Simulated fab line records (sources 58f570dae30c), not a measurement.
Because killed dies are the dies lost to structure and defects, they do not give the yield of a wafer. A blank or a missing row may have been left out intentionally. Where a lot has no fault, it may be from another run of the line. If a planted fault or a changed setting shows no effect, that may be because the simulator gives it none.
Struck lot and sound lot, side by side | flow berkeley cmos170 | 42 steps out of a route of 331
Sound: these wafers, L842.1, L842.3, L842.5. Wafers struck: L851.2, L851.3, L851.4. The cause is named last.
At each step with rows: each side's tool, then ch and its chambers, then its first start. Under that, the readings that differ: sound wafers | struck wafers | difference of the means | sigmas: that difference in standard deviations of wafers without a fault.
alike: a reading whose means differ by less than 2 such deviations, as well as words and numbers matching on both sides. not compared: withheld readings; readings where some wafer has no value; bounds like >300 that might hide an equal value; numbers whose values overlap and for which the record gives no deviation.
The two part at a step that has a row with sigmas, a row that says differs or no value, or rows on one side only. When numbers do not overlap yet have no deviation, they are printed without sigmas and do not part them. A reading that every wafer of one side lacks parts them only if that side has two wafers or more.

first, 7 steps without rows for these wafers: UCB170_ACTIVE_CLEAN_17 (cleans in SPM, time 600 s); UCB170_PFIELD_HMDS_00 (prime time 60 s); UCB170_PFIELD_COAT_01 (resist thk 900 nm); UCB170_PFIELD_SOFTBAKE_02 (time 60 s); UCB170_PFIELD_EXPOSE_03 (exposes mask PFIELD, target cd 1500 nm); UCB170_PFIELD_PEB_04; UCB170_PFIELD_DEVELOP_05 (develop time 45 s).
UCB170_PFIELD_OVL_MEAS_06:
  sound: overlay-02 at day 6 18:48; struck: overlay-01 at day 8 14:07
  alike: PFIELD_OVL
after that, 1 step had no rows for these wafers: UCB170_PFIELD_IMPLANT_07.
UCB170_PFIELD_STRIP_08: strips in O2.
  sound on plasma asher-01 ch 0,1, day 6 18:59; struck on plasma asher-03 ch 0,1, day 8 14:18
  reading                     | sound       | struck      | difference | sigmas
  drypump motor current A (A) | 6.1 6.4 6.4 | 5.2 5.2 5.3 | -1.1       | -3
  alike: oes product au, strip time to endpoint s
  not compared: rf hours counter h
UCB170_PFIELD_TW_MEAS_09:
  sound: film metro-04 at day 6 19:05; struck: film metro-03 at day 8 14:25
  alike: PFIELD_TW
then, 1 step without rows for these wafers: UCB170_FIELD_CLEAN_00 (cleans in dHF, time 7.5 s).
UCB170_FIELD_OXIDATION_01: target thk 558.3 nm, ox time 7200 s.
  sound on furnace-03 ch 0, day 6 22:01; struck on furnace-01 ch 0, day 8 18:08
  reading                                      | sound             | struck            | difference | sigmas
  ox time s (s)                                | 7200 7200 7200    | 9648 9648 9648    | +2448      |
  model.SiO2_of_FIELD_OXIDATION_01.thk nm (nm) | 555.3 560.3 547.3 | 659.7 658.5 658.2 | +104.5     |
UCB170_FIELD_THK_MEAS_02:
  sound: film metro-02 at day 7 01:01; struck: film metro-04 at day 8 21:22
  reading              | sound       | struck      | difference | sigmas
  FIELD_OXIDE_THK (nm) | 555 560 547 | 660 658 658 | +105       | +11
  not compared: hold
then, 2 steps without rows for these wafers: UCB170_FIELD_WET_ETCH_04 (etches SiO2 in dHF, time 60 s); UCB170_FIELD_WET_ETCH_05 (etches Si3N4 in H3PO4, time 12600 s).
UCB170_FIELD_WET_ETCH_06: etches SiO2 in BOE, time 22 s.
  sound on wet bench-04 ch 3, day 7 07:15; struck on wet bench-03 ch 1, day 9 05:35
  reading                                      | sound             | struck          | difference | sigmas
  model.SiO2_of_FIELD_OXIDATION_01.thk nm (nm) | 438.2 442.8 430.2 | 543.6 542.3 542 | +105.6     |
UCB170_FIELD_THK_MEAS_90:
  sound: film metro-01 at day 7 07:17; struck: film metro-02 at day 9 05:50
  reading                     | sound       | struck      | difference | sigmas
  FIELD_OXIDE_LEFT_1_THK (nm) | 438 443 430 | 544 542 542 | +106       | +11
  not compared: hold
then, 1 step without rows for these wafers: UCB170_SACOX_OXIDATION_01 (target thk 14.4 nm, ox time 2400 s).
UCB170_SACOX_THK_MEAS_02:
  sound: film metro-03 at day 7 10:35; struck: film metro-02 at day 9 14:59
  alike: SACOX_OXIDE_THK
then, 2 steps without rows for these wafers: UCB170_SCREENOX_WET_ETCH_00 (etches SiO2 in dHF, time 200 s); UCB170_SCREENOX_OXIDATION_01 (target thk 14.4 nm, ox time 2400 s).
UCB170_SCREENOX_THK_MEAS_02:
  sound: film metro-03 at day 7 15:06; struck: film metro-03 at day 9 18:16
  alike: SCREENOX_OXIDE_THK
then, 7 steps without rows for these wafers: UCB170_SCREENOX_ANNEAL_03 (time 900 s); UCB170_NVT_HMDS_00 (prime time 60 s); UCB170_NVT_COAT_01 (resist thk 900 nm); UCB170_NVT_SOFTBAKE_02 (time 60 s); UCB170_NVT_EXPOSE_03 (exposes mask PWELL, target cd 3000 nm); UCB170_NVT_PEB_04; UCB170_NVT_DEVELOP_05 (develop time 45 s).
UCB170_NVT_OVL_MEAS_06:
  sound: overlay-01 at day 7 21:08; struck: overlay-01 at day 10 02:27
  alike: NVT_OVL
after that, 1 step had no rows for these wafers: UCB170_NVT_IMPLANT_07.
UCB170_NVT_STRIP_08: strips in O2.
  sound on plasma asher-01 ch 1, day 7 21:19; struck on plasma asher-03 ch 0,1, day 10 02:38
  reading                     | sound       | struck      | difference | sigmas
  drypump motor current A (A) | 6.4 6.4 6.4 | 5.2 5.2 5.2 | -1.2       | -2
  alike: oes product au, strip time to endpoint s
  not compared: rf hours counter h
UCB170_NVT_TW_MEAS_09:
  sound: film metro-03 at day 7 21:25; struck: film metro-04 at day 10 02:44
  reading | sound       | struck      | difference | sigmas
  NVT_TW  | 519 523 520 | 529 528 528 | +8         | +2
then, 6 steps without rows for these wafers: UCB170_NVT_CLEAN_10 (cleans in SPM, time 600 s); UCB170_PVT_HMDS_00 (prime time 60 s); UCB170_PVT_COAT_01 (resist thk 900 nm); UCB170_PVT_SOFTBAKE_02 (time 60 s); UCB170_PVT_EXPOSE_03 (exposes mask NWELL, target cd 3000 nm); UCB170_PVT_PEB_04.
UCB170_FIELD_THK_MEAS_91:
  sound: film metro-04 at day 7 23:03; struck: film metro-04 at day 10 04:40
  reading                     | sound       | struck      | difference | sigmas
  FIELD_OXIDE_LEFT_2_THK (nm) | 350 355 342 | 455 454 454 | +105       | +11
  not compared: hold
-- the record jumps here: 3 days lie between the struck wafers' starts before and after (it left off in module FIELD and takes up again in module M3, whose first step shown is number 331 of the route) --
UCB170_M3_PROBE_99:
  the record has rows for the struck wafers here (prober-02, day 12 17:13) and none for the sound ones

## WHERE THEY PART
First at UCB170_PFIELD_STRIP_08; last, within this record, at UCB170_M3_PROBE_99.

WHY: the cause the simulator had injected
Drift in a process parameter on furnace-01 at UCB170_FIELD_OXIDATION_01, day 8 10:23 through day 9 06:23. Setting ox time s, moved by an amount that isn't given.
